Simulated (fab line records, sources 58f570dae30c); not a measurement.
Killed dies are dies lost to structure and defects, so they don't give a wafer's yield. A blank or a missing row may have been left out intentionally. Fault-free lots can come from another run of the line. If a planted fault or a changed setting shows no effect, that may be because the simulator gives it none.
fab line records ; flow berkeleyCmos170
[record] lots = 15; wafers = 45; lastDay = 12
route steps=331 shown SACOX@99 NLDD@161 NSD@193 SILICIDE@212
lots with no fault: from the same line, run without faults
startH: hours from the record's first day to the start of the lot's first wafer shown ; waitH: hours elapsed since this lot's preceding step ; " the same as in the row above ; L1.1+2: several wafers, shown together as one row ; - either no value or no given start ; * or withheld: withheld ; < > ~ a bound
route shown NAME@n: a module of which the file shows steps, and the number in the route of the first ; usual: average and standard deviation across the fault-free wafers ; same: alike in all rows ; chamber/n: place in a boat ; sites: the reading at each site ; _std_site: the values' standard deviation ; _edge_site: the outer-site mean with the inner-site mean subtracted ; radiusMm: how far each site lies from the wafer's centre ; mask NAME#n: copy n ; behind: the most recent tool/chamber to have shaped the wafer ; hold: why the lot was held/for how many hours/how that ended ; device: names the non-switching transistor (n, p or np) ; end of line: the tests these same wafers got at the end of their route ; a step with no rows: only its recipe ; killed: count of dies lost to structure and defects at first sort (not the wafer's yield) ; map: dies across one wafer; x = killed, . = not, _ = none there
set.NAME: the setting the step ran with; set.NAME@STEP: the setting that earlier step ran with ; model.NAME: the simulator's own value behind a step, which no gauge read
one table for each step of the route and one row for each wafer, over a sample of lots
services: the hour from which a tool's chamber was out of use, counted from the record's first day as startH (under 0 if before that day), plus the number of hours and why
[[steps]]
[step UCB170_SACOX_THK_MEAS_02]
[recipe] reads = SiO2_of_SACOX_OXIDATION_01
[usual] SACOX_OXIDE_THK = 14.41/0.28
lot.wafer;tool;chamber;startH;waitH;SACOX_OXIDE_THK[nm]
L770.1;filmMetro-02;-;109.77;0.0;14.83
L770.2;filmMetro-02;-;109.77;0.0;14.37
L770.3;filmMetro-02;-;109.77;0.0;14.59
L769.1;filmMetro-02;-;109.83;0.1;14.39
L769.2;filmMetro-02;-;109.83;0.1;14.89
L769.3;filmMetro-02;-;109.83;0.1;14.84
L771.2;filmMetro-01;-;125.89;0.0;14.15
L771.3;filmMetro-01;-;125.89;0.0;14.12
L771.5;filmMetro-01;-;125.89;0.0;14.43
L774.1;filmMetro-01;-;134.07;0.0;13.98
L774.5;filmMetro-01;-;134.07;0.0;13.65
L774.6;filmMetro-01;-;134.07;0.0;13.95
L773.3;filmMetro-02;-;134.09;0.0;14.15
L773.5;filmMetro-02;-;134.09;0.0;14.12
L773.6;filmMetro-02;-;134.09;0.0;14.26
L775.1;filmMetro-02;-;151.60;0.0;14.37
L775.4;filmMetro-02;-;151.60;0.0;14.39
L775.6;filmMetro-02;-;151.60;0.0;14.52
L779.1;filmMetro-01;-;159.49;0.0;14.73
L779.2;filmMetro-01;-;159.49;0.0;14.70
L779.3;filmMetro-01;-;159.49;0.0;14.74
L780.3;filmMetro-02;-;159.49;0.0;14.52
L780.4;filmMetro-02;-;159.49;0.0;14.46
L780.5;filmMetro-02;-;159.49;0.0;14.57
L783.2;filmMetro-04;-;183.37;0.0;14.65
L783.4;filmMetro-04;-;183.37;0.0;14.45
L783.5;filmMetro-04;-;183.37;0.0;14.45
L784.1;filmMetro-04;-;191.90;0.0;14.67
L784.2;filmMetro-04;-;191.90;0.0;14.57
L784.3;filmMetro-04;-;191.90;0.0;14.82
L787.1;filmMetro-01;-;191.90;0.0;14.17
L787.2;filmMetro-01;-;191.90;0.0;14.56
L787.6;filmMetro-01;-;191.90;0.0;14.21
L786.2;filmMetro-02;-;191.91;0.0;14.75
L786.4;filmMetro-02;-;191.91;0.0;14.82
L786.5;filmMetro-02;-;191.91;0.0;14.73
L789.1;filmMetro-02;-;211.47;0.0;14.42
L789.4;filmMetro-02;-;211.47;0.0;14.43
L789.6;filmMetro-02;-;211.47;0.0;14.24
L791.1;filmMetro-02;-;218.61;0.0;14.40
L791.4;filmMetro-02;-;218.61;0.0;14.28
L791.5;filmMetro-02;-;218.61;0.0;14.59
L790.1;filmMetro-01;-;218.65;0.0;14.99
L790.4;filmMetro-01;-;218.65;0.0;14.88
L790.5;filmMetro-01;-;218.65;0.0;14.99
[step UCB170_NLDD_EXPOSE_03]
[recipe] maskId = NSELECT; na = 0.5; sigmaOuter = 0.6; sourceShape = conventional; targetCdNm = 1200; doseMj = 30
lot.wafer;tool;chamber;startH;waitH;mask
L770.1+2+3;krfScanner-01;0;138.31;0.1;NSELECT#0
L769.1+2+3;krfScanner-01;0;138.72;0.1;NSELECT#0
L771.2+3+5;krfScanner-01;0;162.09;0.1;NSELECT#0
L773.3+5+6;krfScanner-01;0;166.31;0.1;NSELECT#0
L774.1+5+6;krfScanner-01;0;166.72;0.1;NSELECT#0
L775.1+4+6;krfScanner-01;0;189.72;0.2;NSELECT#0
L779.1+2+3;krfScanner-02;0;192.89;0.2;NSELECT#0
L780.3+4+5;krfScanner-02;0;193.26;0.1;NSELECT#0
L783.2+4+5;krfScanner-01;0;217.50;0.1;NSELECT#0
L787.1+2+6;krfScanner-02;0;223.56;0.1;NSELECT#0
L786.2+4+5;krfScanner-01;0;224.96;0.2;NSELECT#0
L784.1+2+3;krfScanner-01;0;225.34;0.1;NSELECT#0
L789.1+4+6;krfScanner-02;0;245.42;0.1;NSELECT#0
L791.1+4+5;krfScanner-02;0;253.48;0.2;NSELECT#0
L790.1+4+5;krfScanner-02;0;253.96;0.3;NSELECT#0
[step UCB170_NLDD_OVL_MEAS_07]
[usual] NLDD_OVL = -1/4.1
lot.wafer;tool;chamber;startH;waitH;NLDD_OVL[nm]
L770.1;overlay-01;-;139.39;0.1;0
L770.2;overlay-01;-;139.39;0.1;-7
L770.3;overlay-01;-;139.39;0.1;-7
L769.1;overlay-02;-;139.59;0.1;5
L769.2;overlay-02;-;139.59;0.1;-1
L769.3;overlay-02;-;139.59;0.1;3
L771.2;overlay-01;-;162.89;0.1;0
L771.3;overlay-01;-;162.89;0.1;1
L771.5;overlay-01;-;162.89;0.1;0
L773.3;overlay-01;-;167.69;0.1;3
L773.5;overlay-01;-;167.69;0.1;-4
L773.6;overlay-01;-;167.69;0.1;-2
L774.1;overlay-01;-;168.14;0.1;-4
L774.5;overlay-01;-;168.14;0.1;-2
L774.6;overlay-01;-;168.14;0.1;-3
L775.1;overlay-01;-;190.39;0.1;-12
L775.4;overlay-01;-;190.39;0.1;-5
L775.6;overlay-01;-;190.39;0.1;-3
L779.1;overlay-01;-;193.50;0.1;1
L779.2;overlay-01;-;193.50;0.1;11
L779.3;overlay-01;-;193.50;0.1;4
L780.3;overlay-02;-;193.96;0.1;-2
L780.4;overlay-02;-;193.96;0.1;-2
L780.5;overlay-02;-;193.96;0.1;-1
L783.2;overlay-01;-;218.16;0.1;184
L783.4;overlay-01;-;218.16;0.1;175
L783.5;overlay-01;-;218.16;0.1;178
L787.1;overlay-01;-;224.86;0.1;-2
L787.2;overlay-01;-;224.86;0.1;-2
L787.6;overlay-01;-;224.86;0.1;-3
L786.2;overlay-02;-;226.02;0.1;173
L786.4;overlay-02;-;226.02;0.1;178
L786.5;overlay-02;-;226.02;0.1;179
L784.1;overlay-01;-;226.29;0.1;174
L784.2;overlay-01;-;226.29;0.1;178
L784.3;overlay-01;-;226.29;0.1;174
L789.1;overlay-01;-;246.81;0.1;0
L789.4;overlay-01;-;246.81;0.1;-4
L789.6;overlay-01;-;246.81;0.1;2
L791.1;overlay-01;-;254.65;0.1;2
L791.4;overlay-01;-;254.65;0.1;-1
L791.5;overlay-01;-;254.65;0.1;6
L790.1;overlay-02;-;255.05;0.1;3
L790.4;overlay-02;-;255.05;0.1;-3
L790.5;overlay-02;-;255.05;0.1;3
[step UCB170_NSD_CD_MEAS_06]
[recipe] targetCdNm = 1200
[usual] cdNm = 1200.2/1.8
lot.wafer;tool;chamber;startH;waitH;cdNm
L769.1;cdSem-02;-;149.41;-;1199.5
L769.2;cdSem-02;-;149.41;-;1198.8
L769.3;cdSem-02;-;149.41;-;1198.3
L770.1;cdSem-02;-;149.60;-;1198.3
L770.2;cdSem-02;-;149.60;-;1198.6
L770.3;cdSem-02;-;149.60;-;1197.9
L771.2;cdSem-01;-;172.28;-;1200.2
L771.3;cdSem-01;-;172.28;-;1199.9
L771.5;cdSem-01;-;172.28;-;1199.4
L773.3;cdSem-01;-;178.08;-;1198.4
L773.5;cdSem-01;-;178.08;-;1198.2
L773.6;cdSem-01;-;178.08;-;1199.7
L774.1;cdSem-02;-;178.30;-;1202.7
L774.5;cdSem-02;-;178.30;-;1201.1
L774.6;cdSem-02;-;178.30;-;1201.5
L775.1;cdSem-01;-;199.17;-;1202.4
L775.4;cdSem-01;-;199.17;-;1202.1
L775.6;cdSem-01;-;199.17;-;1202.7
L779.1;cdSem-02;-;202.28;-;1200.2
L779.2;cdSem-02;-;202.28;-;1200.0
L779.3;cdSem-02;-;202.28;-;1200.3
L780.3;cdSem-01;-;202.68;-;1202.0
L780.4;cdSem-01;-;202.68;-;1202.9
L780.5;cdSem-01;-;202.68;-;1204.0
L783.2;cdSem-01;-;228.81;-;1201.7
L783.4;cdSem-01;-;228.81;-;1202.3
L783.5;cdSem-01;-;228.81;-;1201.2
L787.1;cdSem-01;-;234.97;-;1203.2
L787.2;cdSem-01;-;234.97;-;1201.3
L787.6;cdSem-01;-;234.97;-;1201.9
L784.1;cdSem-01;-;235.52;-;1200.1
L784.2;cdSem-01;-;235.52;-;1198.7
L784.3;cdSem-01;-;235.52;-;1201.3
L786.2;cdSem-01;-;235.66;-;1201.3
L786.4;cdSem-01;-;235.66;-;1200.0
L786.5;cdSem-01;-;235.66;-;1200.6
L789.1;cdSem-02;-;255.76;-;1197.0
L789.4;cdSem-02;-;255.76;-;1196.6
L789.6;cdSem-02;-;255.76;-;1196.7
L791.1;cdSem-02;-;263.52;-;1199.0
L791.4;cdSem-02;-;263.52;-;1200.4
L791.5;cdSem-02;-;263.52;-;1199.3
L790.1;cdSem-02;-;263.76;-;1198.2
L790.4;cdSem-02;-;263.76;-;1199.7
L790.5;cdSem-02;-;263.76;-;1198.1
[step UCB170_SILICIDE_RS_MEAS_02]
[recipe] thkMeasGauge = four-point-probe; reads = Ti_of_SILICIDE_SPUTTER_01
[usual] SILICIDE_TI_RS = 26.1/0.34
lot.wafer;tool;chamber;startH;waitH;SILICIDE_TI_RS[ohm/sq]
L769.1;filmMetro-03;-;151.70;0.0;26.4
L769.2;filmMetro-03;-;151.70;0.0;27.0
L769.3;filmMetro-03;-;151.70;0.0;26.3
L770.1;filmMetro-03;-;152.10;0.0;26.5
L770.2;filmMetro-03;-;152.10;0.0;26.2
L770.3;filmMetro-03;-;152.10;0.0;26.1
L771.2;filmMetro-04;-;174.63;0.0;26.3
L771.3;filmMetro-04;-;174.63;0.0;26.5
L771.5;filmMetro-04;-;174.63;0.0;26.1
L773.3;filmMetro-02;-;180.15;0.1;25.8
L773.5;filmMetro-02;-;180.15;0.1;25.8
L773.6;filmMetro-02;-;180.15;0.1;25.9
L774.1;filmMetro-02;-;180.59;0.0;25.8
L774.5;filmMetro-02;-;180.59;0.0;26.1
L774.6;filmMetro-02;-;180.59;0.0;26.1
L775.1;filmMetro-03;-;201.40;0.0;26.6
L775.4;filmMetro-03;-;201.40;0.0;25.8
L775.6;filmMetro-03;-;201.40;0.0;26.7
L779.1;filmMetro-02;-;204.38;0.0;26.2
L779.2;filmMetro-02;-;204.38;0.0;25.9
L779.3;filmMetro-02;-;204.38;0.0;25.8
L780.3;filmMetro-03;-;204.77;0.1;26.4
L780.4;filmMetro-03;-;204.77;0.1;26.2
L780.5;filmMetro-03;-;204.77;0.1;26.8
L783.2;filmMetro-02;-;232.75;0.0;25.6
L783.4;filmMetro-02;-;232.75;0.0;26.1
L783.5;filmMetro-02;-;232.75;0.0;25.6
L787.1;filmMetro-02;-;237.21;0.0;25.8
L787.2;filmMetro-02;-;237.21;0.0;26.0
L787.6;filmMetro-02;-;237.21;0.0;25.8
L784.1;filmMetro-03;-;237.59;0.0;26.4
L784.2;filmMetro-03;-;237.59;0.0;26.4
L784.3;filmMetro-03;-;237.59;0.0;25.9
L786.2;filmMetro-02;-;237.95;0.0;26.3
L786.4;filmMetro-02;-;237.95;0.0;26.4
L786.5;filmMetro-02;-;237.95;0.0;26.4
L789.1;filmMetro-02;-;257.98;0.0;26.6
L789.4;filmMetro-02;-;257.98;0.0;26.0
L789.6;filmMetro-02;-;257.98;0.0;26.3
L791.1;filmMetro-02;-;265.60;0.0;26.3
L791.4;filmMetro-02;-;265.60;0.0;25.7
L791.5;filmMetro-02;-;265.60;0.0;26.3
L790.1;filmMetro-04;-;265.86;0.0;25.8
L790.4;filmMetro-04;-;265.86;0.0;25.7
L790.5;filmMetro-04;-;265.86;0.0;25.6
[[services]]
tool;chamber;startH;hours;kind
krfScanner-02;-;115.36;-;calibration
krfScanner-02;-;121.47;1.3;pm
krfScanner-01;0;124.61;-;calibration
krfScanner-01;-;132.57;0.8;pm
krfScanner-01;-;149.13;1.3;pm
krfScanner-02;-;154.60;1.0;pm
krfScanner-02;0;160.73;-;calibration
krfScanner-02;-;203.74;0.8;pm
[[key]]
[firstSign] step = UCB170_NLDD_OVL_MEAS_07; reading = NLDD_OVL; direction = up; sigmas = 43; usual = -1; struck = 177
effect none on later readings
metAt UCB170_NLDD_EXPOSE_03
struckLots L783,L784,L786
sortLeftOut L783.2,L783.4,L783.5
testerLeftOut L783,L784,L786
notActingAt UCB170_SACOX_THK_MEAS_02,UCB170_NSD_CD_MEAS_06,UCB170_SILICIDE_RS_MEAS_02
onsetBetween 189.72 217.50
[fault] kind = scannerMatchingOverlay; tool = krfScanner-01; chamber = -; onsetH = 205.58; steps = UCB170_NLDD_EXPOSE_03; offset = 180
// testerLeftOut: of these lots the tester's yield and bins aren't shown, on N5 and GAA mostly nor the transistor test; their killed dies are dies lost to structure and defects alone, not to doping, threshold or leakage, so they don't give the yield
// sortLeftOut: the simulated sort isn't trusted on such a fault, so these wafers' sort isn't shown, and their yield isn't known
